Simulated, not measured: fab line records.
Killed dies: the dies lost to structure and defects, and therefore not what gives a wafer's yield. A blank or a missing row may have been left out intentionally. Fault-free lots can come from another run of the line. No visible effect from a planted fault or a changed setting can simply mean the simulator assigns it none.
Problem report, 8D (eight disciplines) form, completed by code / flow ritCmos / the parts of the form that need people (team, actions taken, sign-off) are left out

## 1. THE PROBLEM
Mean ACTIVE_OXIDE_THK at RIT_ACTIVE_THK_MEAS_02: 59.3 nm over 6 wafers in 2 lots; fault-free wafers: 47.0 nm, standard deviation 0.93. Measured from the usual mean, that is +13 standard deviations.
Seen first at day 2 18:03 on filmMetro-02, wafer L673.1. Wafers with a number at this step in the record: 42, from 14 lots. By rule, "out" or "out of limits" means more than 4 standard deviations away from the usual mean. The rest of the wafers with a number are treated as sound.

## 2. WHAT IT IS AND WHAT IT IS NOT
question=which readings at this step | is=ACTIVE_OXIDE_THK | is not=-
question=which lots | is=L673, L674 | is not=L668, L670, L671, L672, L676, L684, L685, L686, L687, L688, L689, L690
question=which wafers of those lots | is=all that have a number | is not=-
question=read on which gauges | is=filmMetro-02 | is not=filmMetro-03, filmMetro-04
question=when | is=from day 2 18:03 | is not=up to then (12 sound wafers); but 24 sound wafers of L676, L684, L685, L686, L687, L688, L689, L690 came after

## 3. SUSPECTS, AND WHAT RULES EACH OUT
Counting: a tool at any process step up to the reading remains a suspect when it ran all the lots that are out and ran no sound lot after the first of those.
- the gauge at RIT_ACTIVE_THK_MEAS_02: ruled out. All the wafers that are out were read on filmMetro-02, but those of them that RIT_ACTIVE_OXIDATION_01 has rows for are out there too, on other tools.
- furnace-04 at RIT_ACTIVE_OXIDATION_01 (target thk 46.8 nm, ox time 3360 s): ruled out as a lasting fault. Sound lots L686 ran on it after its first lot that is out, L673 (day 2 16:07).
Left after counting: nothing in the record.

## 4. THE CAUSE (what the simulator had put in)
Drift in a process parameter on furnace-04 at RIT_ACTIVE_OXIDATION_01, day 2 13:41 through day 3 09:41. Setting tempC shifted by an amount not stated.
The count ruled it out by mistake, since the rule takes a fault to strike every lot its tool runs from the start of the fault on, and this one did not do so.

## 5. THE CHAIN OF EFFECTS, in route order
Rows list readings where the struck wafers' mean (over those with a number) sits beyond 3 standard deviations from the usual. Scope: only readings with a usual standard deviation given in the record; hours: median across lots of the time from each lot's start at the first step in this table that gives one to its start at this step; sigmas: change in usual standard deviations.
hours=0; step=RIT_ACTIVE_OXIDATION_01; reading=spikeTcCentreC; usual=1001.8 C; on struck wafers=1029.2; change=+27.4; sigmas=+14
hours=0; step=RIT_ACTIVE_OXIDATION_01; reading=spikeTcLoadC; usual=1029.0 C; on struck wafers=1052.8; change=+23.8; sigmas=+9.2
hours=0; step=RIT_ACTIVE_OXIDATION_01; reading=spikeTcSourceC; usual=1021.7 C; on struck wafers=1047.8; change=+26.1; sigmas=+17
hours=0; step=RIT_ACTIVE_OXIDATION_01; reading=tubeCenterTempC; usual=1000 C; on struck wafers=1025; change=+25; sigmas=+99 or more
hours=0; step=RIT_ACTIVE_OXIDATION_01; reading=tube_center_temp_C_max; usual=1002.5; on struck wafers=1027.5; change=+25.0; sigmas=+64
hours=0; step=RIT_ACTIVE_OXIDATION_01; reading=zonePowerLoadPct; usual=33.8 %; on struck wafers=36.0; change=+2.2; sigmas=+4.2
hours=2; step=RIT_ACTIVE_THK_MEAS_02; reading=ACTIVE_OXIDE_THK; usual=47.0 nm; on struck wafers=59.3; change=+12.3; sigmas=+13
Here are the process steps it includes:
- RIT_ACTIVE_OXIDATION_01: target thk 46.8 nm, ox time 3360 s.

## 6. WHAT WOULD HAVE CAUGHT IT SOONER
In this record the first reading out of limits at a measuring or inspecting step was taken at day 2 18:03, 4 hours after the fault began at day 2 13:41.
Tool's own readings at RIT_ACTIVE_OXIDATION_01, spikeTcCentreC, spikeTcLoadC, spikeTcSourceC, tubeCenterTempC, tube_center_temp_C_max: out on all struck wafers the step has rows for; an alarm limit on them would have tripped on the first.
